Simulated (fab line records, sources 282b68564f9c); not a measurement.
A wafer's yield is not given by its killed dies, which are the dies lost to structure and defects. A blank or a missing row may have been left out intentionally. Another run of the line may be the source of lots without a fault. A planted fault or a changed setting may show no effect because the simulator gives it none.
Comparing a struck lot with a sound one / flow ritCmos / 16 steps out of a route of 202
Sound: wafers L894.1, L894.2, L894.5. Struck: wafers L899.3, L899.5, L899.6. Last of all comes the cause.
Per side, at each step with rows, come the tool, then ch with its chambers, and then its first start. Under that, the readings that differ: sound wafers / struck wafers / difference of the means / sigmas: that difference in standard deviations of wafers without a fault.
alike: a reading whose means differ by less than 2 such deviations, as well as words and numbers matching on both sides. not compared: withheld readings; readings where some wafer has no value; bounds like >300 that might hide an equal value; numbers whose values overlap and for which the record gives no deviation.
A row with sigmas, a row that says differs or no value, or rows on one side alone: a step with any of these is where the two part. Numbers that don't overlap but have no deviation are shown without sigmas and don't part them. A reading that every wafer of one side lacks parts them only if that side has two wafers or more.

first, 4 steps without rows for these wafers: RIT_ACTIVE_SOFTBAKE_07 (time 60 s); RIT_ACTIVE_EXPOSE_08 (exposes mask M1, target cd 1400 nm); RIT_ACTIVE_PEB_09; RIT_ACTIVE_DEVELOP_10 (develop time 50 s).
RIT_ACTIVE_CD_MEAS_11 targets a cd of 1400 nm.
  sound: cdSem-01 at day 1 15:16; struck: cdSem-01 at day 2 15:29
  alike: cdNm
then, 1 step without rows for these wafers: RIT_ACTIVE_HARDBAKE_12 (time 60 s).
RIT_ACTIVE_ETCH_13: etches Si3N4 in SF6, stops on SiO2, time 210 s, target depth 210 nm.
  sound on rieDiel-01 ch 1,2, day 1 15:32; struck on rieDiel-02 ch 1,2, day 2 15:56
reading=throttleValvePct (%); sound=7.35 7.38 7.37; struck=7.67 7.68 7.37; difference=+0.21; sigmas=+2
  alike: drypumpMotorCurrentA, oesProductAu, rfFwdPowerW
  not compared: rfHoursCounterH
RIT_ACTIVE_STRIP_14: strips in O2, time 180 s.
  sound on plasmaAsher-04 ch 0,1, day 1 15:41; struck on plasmaAsher-02 ch 0,1, day 2 16:08
reading=drypumpMotorCurrentA (A); sound=5.64 5.43 5.45; struck=6.13 6.14 5.90; difference=+0.55; sigmas=+2
  alike: o2FlowSccm
  not compared: rfHoursCounterH
RIT_ACTIVE_CD_MEAS_90 targets a cd of 1400 nm.
  sound: cdSem-02 at day 1 15:51; struck: cdSem-02 at day 2 16:17
  alike: cdNm
then, 3 steps without rows for these wafers: RIT_ACTIVE_CLEAN_15 (cleans in SC1, time 600 s); RIT_ACTIVE_CLEAN_16 (cleans in dHF, time 30 s); RIT_ACTIVE_CLEAN_17 (cleans in SC2, time 600 s).
RIT_FOX1_OXIDATION_00: target thk 350.7 nm, ox time 1130 s.
  sound on furnace-03 ch 0, day 1 18:12; struck on furnace-04 ch 0, day 2 18:03
reading=spikeTcCentreC (C); sound=1103.3 1101.4 1101.9; struck=1060.8 1061.3 1060.8; difference=-41.2; sigmas=-37
reading=spikeTcLoadC (C); sound=1130.7 1131.9 1130.7; struck=1085.0 1086.3 1085.2; difference=-45.6; sigmas=-24
reading=spikeTcSourceC (C); sound=1129.6 1130.0 1128.7; struck=1085.0 1083.4 1084.1; difference=-45.3; sigmas=-19
reading=tubeCenterTempC (C); sound=1100.1 1100.1 1100.1; struck=1060.1 1060.1 1060.1; difference=-40.0; sigmas=-99 or more
reading=tube_center_temp_C_max; sound=1102.7 1103.0 1103.1; struck=1064.1 1062.9 1062.3; difference=-39.8; sigmas=-91
reading=zonePowerCentrePct (%); sound=54.5 55.1 54.6; struck=46.4 46.1 46.3; difference=-8.5; sigmas=-3
reading=zonePowerLoadPct (%); sound=43.6 43.1 43.0; struck=39.1 38.3 38.4; difference=-4.6; sigmas=-5
reading=model.SiO2_of_FOX1_OXIDATION_00.thkNm (nm); sound=343.5 340.3 343.4; struck=280 273.5 275.4; difference=-66; sigmas=
RIT_FOX1_THK_MEAS_01:
  sound: filmMetro-01 at day 1 19:31; struck: filmMetro-01 at day 2 19:23
reading=FOX1_OXIDE_THK (nm); sound=344 340 343; struck=280 273 276; difference=-66; sigmas=-9
then, 1 step without rows for these wafers: RIT_FOX1_WET_ETCH_02 (etches SiO2 in BOE, target depth 350 nm, time 390 s).
-- the record jumps here: 2 days lie between the struck wafers' starts before and after (it left off in module FOX1 and takes up again in module M1, whose first step shown is number 202 of the route) --
RIT_M1_PROBE_99:
  sound: prober-01 at day 3 13:37; struck: prober-01 at day 4 22:40
reading=model.etest.pplusSal.widthNm (nm); sound=3430 3458 3451; struck=3532 3518 3534; difference=+82; sigmas=
reading=model.etest.nplusSal.widthNm (nm); sound=3435 3459 3434; struck=3510 3519 3526; difference=+76; sigmas=
reading=model.etest.nldd.widthNm (nm); sound=3185 3185 3182; struck=3214 3238 3239; difference=+46; sigmas=
reading=model.etest.pldd.widthNm (nm); sound=3192 3195 3194; struck=3220 3231 3247; difference=+39; sigmas=
reading=model.etest.nmosNarrow.driveUaUm; sound=222.5 229.2 222.1; struck=235.5 236.3 241.2; difference=+13.1; sigmas=
reading=model.etest.pmosNarrow.driveUaUm; sound=100.3 104.4 99.92; struck=108.4 108.2 112.5; difference=+8.2; sigmas=
reading=model.etest.pplusSal.lineOhmUm; sound=1.262 1.261 1.25; struck=1.216 1.22 1.228; difference=-0.036; sigmas=
reading=model.etest.nplusSal.lineOhmUm; sound=1.25 1.272 1.242; struck=1.218 1.206 1.228; difference=-0.037; sigmas=
  alike: killed_at_M0_to_M3, killedAtContacts, killedAtFrontEnd, killedDies, killedOpen, killedShort

== WHERE THEY PART ==
First at RIT_ACTIVE_ETCH_13; last, within this record, at RIT_FOX1_THK_MEAS_01. Later steps at which nothing parts them and some readings are alike: RIT_M1_PROBE_99.

WHY: what the simulator had put in
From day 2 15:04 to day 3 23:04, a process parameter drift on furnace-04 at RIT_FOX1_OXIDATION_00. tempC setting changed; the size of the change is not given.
